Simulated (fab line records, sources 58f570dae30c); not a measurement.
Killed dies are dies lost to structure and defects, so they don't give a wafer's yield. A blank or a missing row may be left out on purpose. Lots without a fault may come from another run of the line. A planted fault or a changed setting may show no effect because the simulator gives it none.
Which tool did it? | flow berkeley_cmos170 | 9 lots, 27 wafers sampled, at 2 steps of a route of 331

WHAT THE GAUGES READ, wafer by wafer
UCB170_PWELL_THK_MEAS_06.
lot  | measured    | on            | PWELL_NITRIDE_THK (nm)
L269 | day 2 21:32 | film_metro-04 | 221.8 223.2 220.5
L270 | day 3 05:50 | film_metro-01 | 221.5 219.9 219.7
L271 | day 3 07:49 | film_metro-01 | 220.0 221.1 219.8
L276 | day 4 14:52 | film_metro-02 | 219.4 218.7 219.9
L281 | day 5 08:14 | film_metro-01 | 138.4 138.5 141.8
L285 | day 5 23:18 | film_metro-04 | 221.4 221.2 222.6
L284 | day 6 08:40 | film_metro-01 | 213.3 213.4 211.5
L286 | day 6 08:40 | film_metro-04 | 218.7 219.4 221.7
L287 | day 6 15:01 | film_metro-01 | 216.3 218.0 217.8

WHICH TOOL RAN EACH LOT (tool, then ch and the chambers of the sampled wafers, then the start)
lot  | UCB170_PWELL_CVD_05
L269 | lpcvd-02 ch 0, day 2 19:36
L270 | lpcvd-01 ch 1, day 3 03:55
L271 | lpcvd-01 ch 1, day 3 05:54
L276 | lpcvd-01 ch 0, day 4 12:56
L281 | lpcvd-01 ch 0, day 5 06:18
L285 | lpcvd-01 ch 1, day 5 21:23
L284 | lpcvd-02 ch 0, day 6 06:46
L286 | lpcvd-02 ch 1, day 6 06:46
L287 | lpcvd-02 ch 1, day 6 13:04
- UCB170_PWELL_CVD_05: deposits Si3N4 from SiH2Cl2/NH3, target thk 220 nm, time 3300 s.

THE ANSWER, worked out from the rows above alone
Rule: what is usual is taken from the lots themselves. Put in order of their means at a reading, lots are off if they are a third of the lots or fewer, leave a main group of 4 or more, and stand apart from it by a gap of 3 or more times the standard deviation of the main group's means; of several such gaps the widest counts. A main group whose means are all the same, to the digits that the tables above print for the reading, isn't used. A lot without any number at a reading at which 4 lots or more have one is off too. The other lots that the step has rows for count as sound.
Off: L281, at UCB170_PWELL_THK_MEAS_06 (PWELL_NITRIDE_THK). The main group: mean 219.2 nm, standard deviation 2.8.
A tool fits if, at a process step before that reading, it ran every lot that is off, and no sound lot after the first of them. The gauges at UCB170_PWELL_THK_MEAS_06 are tried like those tools. None of those tried fits.

WHAT THE SIMULATOR HAD PUT IN
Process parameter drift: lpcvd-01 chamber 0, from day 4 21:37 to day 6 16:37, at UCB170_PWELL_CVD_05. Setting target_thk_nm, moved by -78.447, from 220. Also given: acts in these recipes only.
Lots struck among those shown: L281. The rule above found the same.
